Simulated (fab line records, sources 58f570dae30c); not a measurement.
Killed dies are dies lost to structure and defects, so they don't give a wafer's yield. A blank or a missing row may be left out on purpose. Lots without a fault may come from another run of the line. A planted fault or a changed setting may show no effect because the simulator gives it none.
Which tool did it? | flow berkeley_cmos170 | 14 lots, 42 wafers sampled, at 3 steps of a route of 331

WHAT THE GAUGES READ, wafer by wafer
UCB170_NLDD_TW_MEAS_11.
lot  | measured     | on            | NLDD_TW
L405 | day 7 19:15  | film_metro-01 | 2215 2229 2226
L406 | day 8 03:33  | film_metro-01 | 2217 2217 2218
L409 | day 8 12:29  | film_metro-02 | 2168 2173 2173
L410 | day 8 12:52  | film_metro-02 | 2181 2169 2164
L408 | day 8 13:40  | film_metro-02 | 2434 2411 2407 2419 2407 2422
L411 | day 9 02:03  | film_metro-02 | 2419 2418 2421 2426 2431 2420
L412 | day 9 01:59  | film_metro-02 | 2201 2199 2187
L419 | day 10 08:28 | film_metro-01 | 2217 2234 2230
L418 | day 10 08:35 | film_metro-04 | 2221 2216 2222
L421 | day 11 06:07 | film_metro-04 | 2203 2205 2209
L420 | day 11 07:19 | film_metro-04 | 2212 2218 2213
L424 | day 11 07:37 | film_metro-01 | 2215 2226 2227
L425 | day 12 00:41 | film_metro-02 | 2190 2191 2196
L427 | day 12 16:24 | film_metro-04 | 2216 2226 2223

UCB170_SDANNEAL_RS_MEAS_05: measures by four-point-probe.
lot  | measured     | on            | NLDD_RS (ohm/sq)
L405 | day 8 10:30  | film_metro-04 | 616.5 615.1 616.5
L406 | day 8 14:36  | film_metro-04 | 616.8 617.0 617.4
L409 | day 9 00:54  | film_metro-01 | 617.7 616.8 616.2
L410 | day 9 01:40  | film_metro-01 | 618.2 617.3 616.3
L408 | day 9 01:24  | film_metro-02 | 464.0 462.6 465.1 463.7 463.1 463.8
L411 | day 9 17:11  | film_metro-01 | 463.6 464.8 465.4 463.2 464.2 464.4
L412 | day 9 15:33  | film_metro-04 | 613.6 614.5 613.9
L419 | day 10 22:01 | film_metro-04 | 618.9 616.8 617.9
L418 | day 10 22:03 | film_metro-02 | 616.0 615.0 616.5
L421 | day 11 18:49 | film_metro-04 | 617.0 616.5 616.9
L420 | day 11 20:30 | film_metro-01 | 614.2 614.8 613.5
L424 | day 11 19:43 | film_metro-04 | 619.1 618.7 618.9
L425 | day 12 16:56 | film_metro-04 | 619.8 617.2 618.6
L427 | day 13 00:59 | film_metro-01 | 616.3 616.3 615.4

WHICH TOOL RAN EACH LOT (tool, then ch and the chambers of the sampled wafers, then the start)
lot  | UCB170_NLDD_IMPLANT_08
L405 | implanter-02 ch 0, day 7 18:51
L406 | implanter-02 ch 0, day 8 03:09
L409 | implanter-04 ch 0, day 8 12:05
L410 | implanter-02 ch 0, day 8 12:29
L408 | implanter-04 ch 0, day 8 12:50
L411 | implanter-03 ch 0, day 9 01:15
L412 | implanter-04 ch 0, day 9 01:37
L419 | implanter-03 ch 0, day 10 08:04
L418 | implanter-02 ch 0, day 10 08:11
L421 | implanter-03 ch 0, day 11 05:43
L420 | implanter-04 ch 0, day 11 06:56
L424 | implanter-04 ch 0, day 11 07:13
L425 | implanter-02 ch 0, day 12 00:17
L427 | implanter-04 ch 0, day 12 16:02
- UCB170_NLDD_IMPLANT_08

WHAT THE TOOLS THEMSELVES READ (means of the sampled wafers that have a number; where no wafer has one, the mark that the record gives instead)
UCB170_NLDD_IMPLANT_08.
lot  | tool         | end_station_pressure_torr (Torr) | faraday_current_uA
L405 | implanter-02 | 5.42e-06                         | 163
L406 | implanter-02 | 4.95e-06                         | 163
L409 | implanter-04 | 5.03e-06                         | 160
L410 | implanter-02 | 4.90e-06                         | 160
L408 | implanter-04 | 5.19e-06                         | 158
L411 | implanter-03 | 5.07e-06                         | 158
L412 | implanter-04 | 5.19e-06                         | 158
L419 | implanter-03 | 5.15e-06                         | 159
L418 | implanter-02 | 5.30e-06                         | 160
L421 | implanter-03 | 5.23e-06                         | 161
L420 | implanter-04 | 5.18e-06                         | 162
L424 | implanter-04 | 5.41e-06                         | 158
L425 | implanter-02 | 4.87e-06                         | 159
L427 | implanter-04 | 4.72e-06                         | 154

THE ANSWER, worked out from the rows above alone
Rule: what is usual is taken from the lots themselves. Put in order of their means at a reading, lots are off if they are a third of the lots or fewer, leave a main group of 4 or more, and stand apart from it by a gap of 3 or more times the standard deviation of the main group's means; of several such gaps the widest counts. A main group whose means are all the same, to the digits that the tables above print for the reading, isn't used. A lot without any number at a reading at which 4 lots or more have one is off too. The other lots that the step has rows for count as sound. The gauges are gone through in route order, then the tools' own readings, and for those a lot's mean is taken as printed above. The first step at which some lot is off is used, and at that step the reading that is off furthest; a lot without a number counts as furthest.
Off: L408, L411, at UCB170_NLDD_TW_MEAS_11 (NLDD_TW). The main group: mean 2207, standard deviation 19.
A tool fits if, at a process step before that reading, it ran every lot that is off, and no sound lot after the first of them. The gauges at UCB170_NLDD_TW_MEAS_11 are tried like those tools. None of those tried fits.

WHAT THE SIMULATOR HAD PUT IN
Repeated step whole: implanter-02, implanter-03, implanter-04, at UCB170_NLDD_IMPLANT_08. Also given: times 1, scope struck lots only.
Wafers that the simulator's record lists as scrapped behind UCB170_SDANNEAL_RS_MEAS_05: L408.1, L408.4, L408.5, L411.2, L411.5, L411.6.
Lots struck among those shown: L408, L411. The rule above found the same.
